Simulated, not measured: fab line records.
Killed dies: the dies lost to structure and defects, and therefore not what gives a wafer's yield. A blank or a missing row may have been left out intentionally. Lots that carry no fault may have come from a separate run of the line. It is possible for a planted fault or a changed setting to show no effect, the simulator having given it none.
2 desks, one fault | flow berkeley-cmos170 | only its own numbers are on each desk; what lay behind them is given at the end

== METROLOGY DESK ==
Means of the sampled wafers that have a number, per lot and without regard to the tool the lot ran on: this is what the gauges read. Marked OUT: a lot whose mean sits more than 4 standard deviations from the usual mean, which makes it out of limits; the brackets give that distance.
Columns: A = PSD_RS at UCB170_SDANNEAL_RS_MEAS_02, usual 75.6 ohm/sq; B = M1_AL_RS at UCB170_M1_RS_MEAS_01, usual 0.0488 ohm/sq; C = cd-nm at UCB170_V2_CD_MEAS_90, usual 699.6 nm
lot  | first seen here | A    | B      | C
L170 | day 8 12:38     | 75.6 | 0.0499 | 697.6
L168 | day 8 12:41     | 75.3 | 0.0497 | 701.3
L169 | day 8 12:51     | 75.8 | 0.0484 | 699.8
L171 | day 9 03:58     | 75.7 | 0.0490 | 697.6
L173 | day 9 04:11     | 75.8 | 0.0491 | 699.6
L172 | day 9 06:16     | 75.0 | 0.0481 | 699.5
L174 | day 9 06:47     | 74.9 | 0.0482 | 700.9
L176 | day 10 01:13    | 75.3 | 0.0495 | 699.5
L175 | day 10 02:28    | 76.4 | 0.0498 | 707.3 (+4.3) OUT
L181 | day 10 22:50    | 75.4 | 0.0487 | 706.2
L185 | day 11 14:32    | 75.8 | 0.0492 | 700.0
L184 | day 11 15:02    | 75.2 | 0.0492 | 702.3
L187 | day 12 00:44    | 75.5 | 0.0492 | 696.4
L188 | day 12 00:54    | 75.7 | 0.0479 | 698.5
This desk's finding: out of limits on L175; first on L175, day 11 04:23 (cd-nm at UCB170_V2_CD_MEAS_90). In limits: L170, L168, L169, L171, L173, L172, L174, L176, L181, L185, L184, L187, L188.

== THE TOOL OWNER'S DESK: rie-diel-02 ==
The tool's own readings at UCB170_V2_ETCH_14 (etches SiO2 in CHF3/CF4/Ar, stops on Al, target depth 1250 nm, time 291 s): means of the sampled wafers that have a number, for each lot that ran on this tool. Marked OUT: a lot whose mean sits more than 4 standard deviations from the usual mean, which makes it out of limits; the brackets give that distance.
Columns: A = chamber-pressure-mTorr at UCB170_V2_ETCH_14, usual 199.99 mTorr; B = drypump-motor-current-A at UCB170_V2_ETCH_14, usual 5.8 A; C = oes-product-au at UCB170_V2_ETCH_14, usual 0.868 a.u.; D = rf-fwd-power-W at UCB170_V2_ETCH_14, usual 698.8 W; E = throttle-valve-pct at UCB170_V2_ETCH_14, usual 6.94 %
lot  | first seen here | A      | B   | C     | D                       | E
L168 | day 9 08:19     | 199.89 | 5.9 | 0.873 | 698.1                   | 6.87
L169 | day 9 11:04     | 199.88 | 5.7 | 0.868 | 699.1                   | 6.85
L174 | day 10 07:07    | 200.14 | 5.8 | 0.872 | 698.2                   | 6.93
L175 | day 11 04:05    | 200.00 | 5.5 | 0.876 | 979.8 (+99 or more) OUT | 6.95
L181 | day 11 17:01    | 199.99 | 5.5 | 0.882 | 976.2 (+99 or more) OUT | 6.95
This desk's finding: out of limits on L175, L181; first on L175, day 11 04:05 (rf-fwd-power-W at UCB170_V2_ETCH_14). In limits: L168, L169, L174.

== BROUGHT TOGETHER ==
An alarm could have come from the tool owner's desk at day 11 04:05, on L175, L181.
Metrology desk: alarm possible at day 11 04:23 on L175.
The metrology desk has L181 on record, within its limits.
UCB170_V2_ETCH_14 was run on rie-diel-02 by each of the lots named.

== WHAT HAD BEEN PUT IN BY THE SIMULATOR ==
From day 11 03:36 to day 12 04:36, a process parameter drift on rie-diel-02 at UCB170_V2_ETCH_14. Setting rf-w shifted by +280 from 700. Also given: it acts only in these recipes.
Struck lots among those shown: L175, L181.
Counting hours from when the fault started, the first reading out of limits came at 0 for the tool owner's desk and at 1 for the metrology desk.
